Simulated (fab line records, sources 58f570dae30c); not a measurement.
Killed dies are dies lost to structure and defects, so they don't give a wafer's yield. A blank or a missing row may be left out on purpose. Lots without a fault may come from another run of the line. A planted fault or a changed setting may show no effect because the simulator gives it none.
Problem report in the 8D (eight disciplines) form, filled by code | flow berkeley_cmos170 | the parts of the form that need people (team, actions taken, sign-off) are left out

1. THE PROBLEM
PLDD_TW at UCB170_PLDD_TW_MEAS_11 reads a mean of 1082 on 6 wafers of 2 lots; wafers without a fault read 1009 with a standard deviation of 6.6. That is +11 standard deviations from the usual mean.
First seen on wafer L982.3, day 9 21:55, on film_metro-04. The record holds 42 wafers of 14 lots with a number at this step. Rule for "out", or "out of limits": more than 4 standard deviations from the usual mean. The other wafers with a number count as sound.

2. WHAT IT IS AND WHAT IT IS NOT
question                    | is                           | is not
which readings at this step | PLDD_TW                      | -
which lots                  | L982, L985                   | L964, L965, L967, L968, L969, L971, L972, L973, L974, L976, L977, L987
which wafers of those lots  | all that have a number       | -
read on which gauges        | film_metro-01, film_metro-04 | film_metro-03
when                        | from day 9 21:55             | up to then (33 sound wafers); but 3 sound wafers of L987 came after

3. SUSPECTS, AND WHAT RULES EACH OUT
Counting: a tool at a process step up to the reading stays a suspect if it ran every lot that is out and no sound lot after the first of them.
- the gauge at UCB170_PLDD_TW_MEAS_11: ruled out. The wafers that are out were read on 2 gauges (film_metro-01, film_metro-04).
- plasma_asher-04 at UCB170_NVT_STRIP_08 (strips in O2): kept. It ran every lot that is out, first L982 (day 9 03:18), and no sound lot after that; its last sound lot up to then is L976 (day 7 22:39).
- implanter-04 at UCB170_PLDD_IMPLANT_08: kept. It ran every lot that is out, first L982 (day 9 21:32), and no sound lot after that; its last sound lot up to then is L972 (day 8 09:23). Its own readings are out on those wafers: beam_on_s, dose_ions_cm2, faraday_current_uA.
Left after counting: plasma_asher-04 at UCB170_NVT_STRIP_08, implanter-04 at UCB170_PLDD_IMPLANT_08.

4. THE CAUSE (what the simulator had put in)
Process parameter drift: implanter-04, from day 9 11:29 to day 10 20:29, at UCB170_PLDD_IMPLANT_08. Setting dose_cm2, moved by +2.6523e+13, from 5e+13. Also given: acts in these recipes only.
Counting left 2 suspects, and this tool is among them.

5. THE CHAIN OF EFFECTS, in route order
Each row: a reading whose mean over the struck wafers that have a number lies more than 3 standard deviations from the usual. Only readings for which the record gives a usual standard deviation are gone through. hours: the time from each lot's start at the first step in this table that gives one to its start at this step, as a median over the lots. sigmas: the change in usual standard deviations.
hours | step                       | reading            | usual         | on struck wafers | change | sigmas
0     | UCB170_PLDD_IMPLANT_08     | beam_on_s          | 10.03 s       | 13.36            | +3.33  | +17
0     | UCB170_PLDD_IMPLANT_08     | dose_ions_cm2      | 5e+13         | 8e+13            | +3e+13 | +99 or more
0     | UCB170_PLDD_IMPLANT_08     | faraday_current_uA | 158           | 182              | +24    | +7.7
0     | UCB170_PLDD_TW_MEAS_11     | PLDD_TW            | 1009          | 1082             | +72    | +11
15    | UCB170_SDANNEAL_RS_MEAS_04 | PLDD_RS            | 1032.2 ohm/sq | 858.4            | -173.8 | -83
The process steps in it:
- UCB170_PLDD_IMPLANT_08

6. WHAT WOULD HAVE CAUGHT IT SOONER
In this record the first reading out of limits at a measuring or inspecting step was taken at day 9 21:55, 10 hours after the fault began at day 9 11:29.
The tool's own readings at UCB170_PLDD_IMPLANT_08 were out on every struck wafer that the step has a row for (beam_on_s, dose_ions_cm2, faraday_current_uA): an alarm limit on them would have fired on the first of those.
Of the lots that are out (2), L985 began UCB170_PLDD_IMPLANT_08 on implanter-04 after day 9 21:55. A hold on the tool at that time would have spared it.
